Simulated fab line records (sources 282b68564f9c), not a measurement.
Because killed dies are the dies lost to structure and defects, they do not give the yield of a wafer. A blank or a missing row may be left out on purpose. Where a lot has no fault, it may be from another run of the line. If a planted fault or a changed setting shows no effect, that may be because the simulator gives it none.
What tool caused it?    flow rit-cmos    15 lots, 45 wafers sampled, at 4 steps of a route of 202

## WHAT EACH GAUGE READ, for each wafer
RIT_FOX2_THK_MEAS_90. Usual: FIELD_OXIDE_LEFT_1_THK gives 322 nm (standard deviation 6.1).
lot   measured     on             FIELD_OXIDE_LEFT_1_THK (nm)  flag
L594  day 1 19:20  film-metro-01  321 320 317                  
L595  day 2 01:32  film-metro-01  324 325 321                  
L596  day 2 05:50  film-metro-01  309 311 310                  
L598  day 2 16:35  film-metro-02  324 330 323                  
L600  day 3 03:06  film-metro-02  330 334 329                  
L601  day 3 07:02  film-metro-02  320 317 312                  
L604  day 3 22:21  film-metro-02  320 323 324                  
L605  day 4 02:57  film-metro-03  325 325 330                  
L606  day 4 09:02  film-metro-01  330 317 320                  
L607  day 4 12:29  film-metro-02  325 333 327                  
L611  day 5 08:23  film-metro-02  321 311 315                  
L617  day 6 14:40  film-metro-02  332 335 334                  

RIT_NRETRO_TW_MEAS_10. Usual: NRETRO_TW gives 1047 (standard deviation 11).
lot   measured     on             NRETRO_TW       flag
L594  day 2 06:30  film-metro-03  1045 1040 1042  
L595  day 2 11:56  film-metro-04  1042 1034 1030  
L596  day 2 16:28  film-metro-01  1059 1056 1062  
L598  day 3 02:43  film-metro-03  1044 1040 1040  
L600  day 3 13:05  film-metro-01  1054 1054 1061  
L601  day 3 17:34  film-metro-01  1063 1060 1062  
L604  day 4 08:31  film-metro-04  1033 1036 1034  
L605  day 4 14:12  film-metro-04  1035 1034 1036  
L606  day 4 19:16  film-metro-01  1058 1066 1059  
L607  day 4 22:47  film-metro-01  1058 1061 1055  
L611  day 5 18:46  film-metro-04  1039 1036 1044  
L617  day 7 00:38  film-metro-01  1061 1063 1061  

## WHICH TOOL RAN EACH LOT (tool, then ch and the chambers of the sampled wafers, then the start)
lot   RIT_ACTIVE_STRIP_14                  RIT_PWELL_STRIP_09
L594  plasma-asher-03 ch 0,1, day 1 14:55  plasma-asher-04 ch 0,1, day 1 22:30
L595  plasma-asher-03 ch 0,1, day 1 20:01  plasma-asher-04 ch 0,1, day 2 04:50
L596  plasma-asher-03 ch 0,1, day 2 00:50  plasma-asher-01 ch 0,1, day 2 08:56
L598  plasma-asher-01 ch 0,1, day 2 10:55  plasma-asher-04 ch 0,1, day 2 19:41
L600  plasma-asher-01 ch 0,1, day 2 21:37  plasma-asher-04 ch 0,1, day 3 06:04
L601  plasma-asher-02 ch 0,1, day 3 02:44  plasma-asher-04 ch 0,1, day 3 10:00
L604  plasma-asher-01 ch 0,1, day 3 16:50  plasma-asher-01 ch 0,1, day 4 01:28
L605  plasma-asher-02 ch 0,1, day 3 21:50  plasma-asher-04 ch 0,1, day 4 06:13
L606  plasma-asher-01 ch 0,1, day 4 03:33  plasma-asher-04 ch 0, day 4 12:05
L607  plasma-asher-03 ch 1, day 4 07:50    plasma-asher-03 ch 0,1, day 4 15:43
L611  plasma-asher-01 ch 0,1, day 5 03:58  plasma-asher-03 ch 0,1, day 5 11:42
L612  plasma-asher-03 ch 0,1, day 5 08:57  -
L613  plasma-asher-01 ch 0,1, day 5 13:58  -
L614  plasma-asher-03 ch 0,1, day 5 18:50  -
L617  plasma-asher-03 ch 0,1, day 6 10:21  plasma-asher-03 ch 0,1, day 6 17:37
- RIT_ACTIVE_STRIP_14: strips in O2, time 180 s.
- RIT_PWELL_STRIP_09: strips in O2, time 180 s.

## WHAT THE TOOLS THEMSELVES READ (means of the sampled wafers that have a number; where no wafer has one, the mark that the record gives instead)
RIT_ACTIVE_STRIP_14. Usual: chamber-pressure-mTorr 4000 mTorr, standard deviation 3.6; drypump-motor-current-A 5.7 A, standard deviation 0.35.
lot   tool             chamber-pressure-mTorr (mTorr)  drypump-motor-current-A (A)  flag
L594  plasma-asher-03  4001                            5.8                          
L595  plasma-asher-03  4001                            5.8                          
L596  plasma-asher-03  3999                            5.6                          
L598  plasma-asher-01  4000                            5.8                          
L600  plasma-asher-01  4002                            5.6                          
L601  plasma-asher-02  4004                            5.7                          
L604  plasma-asher-01  4002                            5.6                          
L605  plasma-asher-02  4000                            5.7                          
L606  plasma-asher-01  4001                            5.8                          
L607  plasma-asher-03  3998                            6.0                          
L611  plasma-asher-01  4001                            5.8                          
L612  plasma-asher-03  -                               -                            OFF
L613  plasma-asher-01  -                               -                            OFF
L614  plasma-asher-03  -                               -                            OFF
L617  plasma-asher-03  3999                            5.8                          

RIT_PWELL_STRIP_09. Usual: chamber-pressure-mTorr 4000 mTorr, standard deviation 4; drypump-motor-current-A 5.79 A, standard deviation 0.23.
lot   tool             chamber-pressure-mTorr (mTorr)  drypump-motor-current-A (A)  flag
L594  plasma-asher-04  3997                            5.76                         
L595  plasma-asher-04  3998                            5.79                         
L596  plasma-asher-01  3996                            5.85                         
L598  plasma-asher-04  3998                            5.78                         
L600  plasma-asher-04  4001                            5.88                         
L601  plasma-asher-04  3996                            5.77                         
L604  plasma-asher-01  4001                            5.58                         
L605  plasma-asher-04  4000                            5.78                         
L606  plasma-asher-04  4003                            6.00                         
L607  plasma-asher-03  3999                            5.78                         
L611  plasma-asher-03  3999                            5.63                         
L617  plasma-asher-03  4003                            5.63                         

## THE ANSWER, worked out from the rows above alone
Rule: a lot is off if the mean of its wafers that have a number lies more than 3 standard deviations from the usual mean. A lot without any number at a reading at which 4 lots or more have one is off too. Where the step has rows for the other lots, those lots are counted as sound. First the gauges in route order, then the tools' own readings, where a lot's mean is used as printed above. At the first step where some lot is off, the reading lying furthest off is the one used; lots without a number count as furthest.
Off: L612, L613, L614 (RIT_ACTIVE_STRIP_14, chamber-pressure-mTorr). Without a number there: L612, L613, L614.
A tool fits if, at that step or a process step before it, it ran every lot that is off, and no sound lot after the first of them. Of those tried, none fits.

## WHAT THE SIMULATOR HAD PUT IN
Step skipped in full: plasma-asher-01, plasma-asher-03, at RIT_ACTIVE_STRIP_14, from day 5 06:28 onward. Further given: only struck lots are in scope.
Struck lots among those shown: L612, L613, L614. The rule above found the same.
